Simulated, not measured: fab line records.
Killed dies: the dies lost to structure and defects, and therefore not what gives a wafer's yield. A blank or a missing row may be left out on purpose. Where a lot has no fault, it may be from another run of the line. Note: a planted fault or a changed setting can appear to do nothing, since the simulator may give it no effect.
Comparing a struck lot with a sound one || flow rit-cmos || 15 steps out of a route of 202
Sound: wafers L903.2, L903.5, L903.6. Struck: wafers L915.2, L915.3, L915.5. The cause is named last.
At each step with rows: each side's tool, then ch and its chambers, then its first start. Under that, the readings that differ: sound wafers || struck wafers || difference of the means || sigmas: that difference in standard deviations of wafers without a fault.
alike: words and numbers the same on both sides, and readings whose means are apart by under 2 such deviations; not compared: readings that were withheld, readings missing a value for some wafer, numbers with overlapping values and no deviation given by the record, and bounds like >300 which may hide the same value.
Wherever a step has rows on one side only, a row that says differs or no value, or a row with sigmas, the two part there. When numbers do not overlap yet have no deviation, they are printed without sigmas and do not part them. Lack of a reading on every wafer of one side parts them only where that side has two or more wafers.

first, 5 steps without rows for these wafers: RIT_M1_COAT_04 (resist thk 1300 nm); RIT_M1_SOFTBAKE_05 (time 60 s); RIT_M1_EXPOSE_06 (exposes mask M12, target cd 2600 nm); RIT_M1_PEB_07; RIT_M1_DEVELOP_08 (develop time 68 s).
RIT_M1_CD_MEAS_09: the cd target is 2600 nm.
  sound: cd-sem-01 at day 3 15:46; struck: cd-sem-02 at day 6 00:14
  alike: cd-nm
RIT_M1_OVL_MEAS_10:
  sound: overlay-02 at day 3 15:52; struck: overlay-01 at day 6 00:20
  alike: M1_OVL
then, 1 step without rows for these wafers: RIT_M1_HARDBAKE_11 (time 120 s).
RIT_M1_METAL_ETCH_12: etches Al in Cl2/BCl3, stops on SiO2, time 165 s, target depth 600 nm.
  sound on rie-metal-04 ch 0,1, day 3 16:09; struck on rie-metal-04 ch 1, day 6 00:37
{"reading": "drypump-motor-current-A (A)", "sound": "5.32 5.31 5.88", "struck": "5.94 5.90 5.90", "difference": "+0.41", "sigmas": "+2"}
  alike: oes-product-au, rf-fwd-power-W, throttle-valve-pct
  not compared: rf-hours-counter-h
then, 1 step without rows for these wafers: RIT_M1_STRIP_13 (strips in nmp, time 600 s).
RIT_M1_STRIP_14: strips in O2, time 171.1 s.
  sound on plasma-asher-01 ch 0,1, day 3 16:40; struck on plasma-asher-03 ch 1, day 6 00:58
  alike: drypump-motor-current-A, o2-flow-sccm
  not compared: rf-hours-counter-h
RIT_M1_CD_MEAS_90: the cd target is 2600 nm.
  sound: cd-sem-02 at day 3 16:52; struck: cd-sem-01 at day 6 01:09
  alike: cd-nm
RIT_M1_ANNEAL_15: time 1800 s.
  sound on furnace-02 ch 0, day 3 16:58; struck on furnace-02 ch 0, day 6 01:15
{"reading": "spike-tc-centre-C (C)", "sound": "451.1 451.4 452.3", "struck": "420.7 421.9 422.9", "difference": -29.8, "sigmas": -27}
{"reading": "spike-tc-load-C (C)", "sound": "470.6 471.0 471.1", "struck": "439.3 441.5 442.4", "difference": -29.8, "sigmas": -31}
{"reading": "spike-tc-source-C (C)", "sound": "468.3 468.7 469.0", "struck": "437.8 437.5 438.0", "difference": -30.9, "sigmas": -31}
{"reading": "tube-center-temp-C (C)", "sound": "450.02 450.04 450", "struck": "420.01 419.98 419.94", "difference": -30.04, "sigmas": "-99 or more"}
{"reading": "tube_center_temp_C_max", "sound": "451.25 451.33 451.15", "struck": "421.07 421.11 421.13", "difference": -30.14, "sigmas": "-99 or more"}
{"reading": "zone-power-centre-pct (%)", "sound": "21.40 21.14 20.50", "struck": "19.40 19.42 19.23", "difference": -1.66, "sigmas": -8}
{"reading": "zone-power-load-pct (%)", "sound": "6.89 7.07 7.00", "struck": "6.20 6.11 6.26", "difference": -0.80, "sigmas": -11}
{"reading": "zone-power-source-pct (%)", "sound": "6.59 6.58 6.62", "struck": "5.81 5.76 5.85", "difference": -0.79, "sigmas": -11}
RIT_M1_BOW_MEAS_16:
  sound: film-metro-04 at day 3 18:29; struck: film-metro-02 at day 6 02:46
  alike: M1_BOW
RIT_M1_PROBE_99:
  sound: prober-01 at day 3 18:38; struck: prober-01 at day 6 02:55
{"reading": "model.etest.contact-pplus.rc-ohm", "sound": "1.402 1.399 1.459", "struck": "1.512 1.53 1.527", "difference": "+0.103", "sigmas": ""}
{"reading": "model.etest.contact-ppoly.rc-ohm", "sound": "1.388 1.39 1.355", "struck": "1.495 1.532 1.511", "difference": "+0.135", "sigmas": ""}
{"reading": "model.etest.contact-npoly.rc-ohm", "sound": "1.448 1.385 1.425", "struck": "1.556 1.477 1.517", "difference": "+0.097", "sigmas": ""}
{"reading": "model.etest.contact-nplus.rc-ohm", "sound": "1.361 1.366 1.369", "struck": "1.511 1.454 1.446", "difference": "+0.105", "sigmas": ""}
  alike: defect-limited-yield, killed-at-front-end, killed-dies, killed-open, killed-short, sort_bin_3_pad_short, sort_bin_5_function, sort_bin_6_memory, sort-n-pass, sort-yield-pct
  not compared: model.etest.nmos_0p15.junction-log10-a-um

## WHERE THEY PART
At RIT_M1_METAL_ETCH_12 first; at RIT_M1_ANNEAL_15 last (within this record only). Later steps at which nothing parts them and some readings are alike: RIT_M1_BOW_MEAS_16, RIT_M1_PROBE_99.

WHY: the cause the simulator had injected
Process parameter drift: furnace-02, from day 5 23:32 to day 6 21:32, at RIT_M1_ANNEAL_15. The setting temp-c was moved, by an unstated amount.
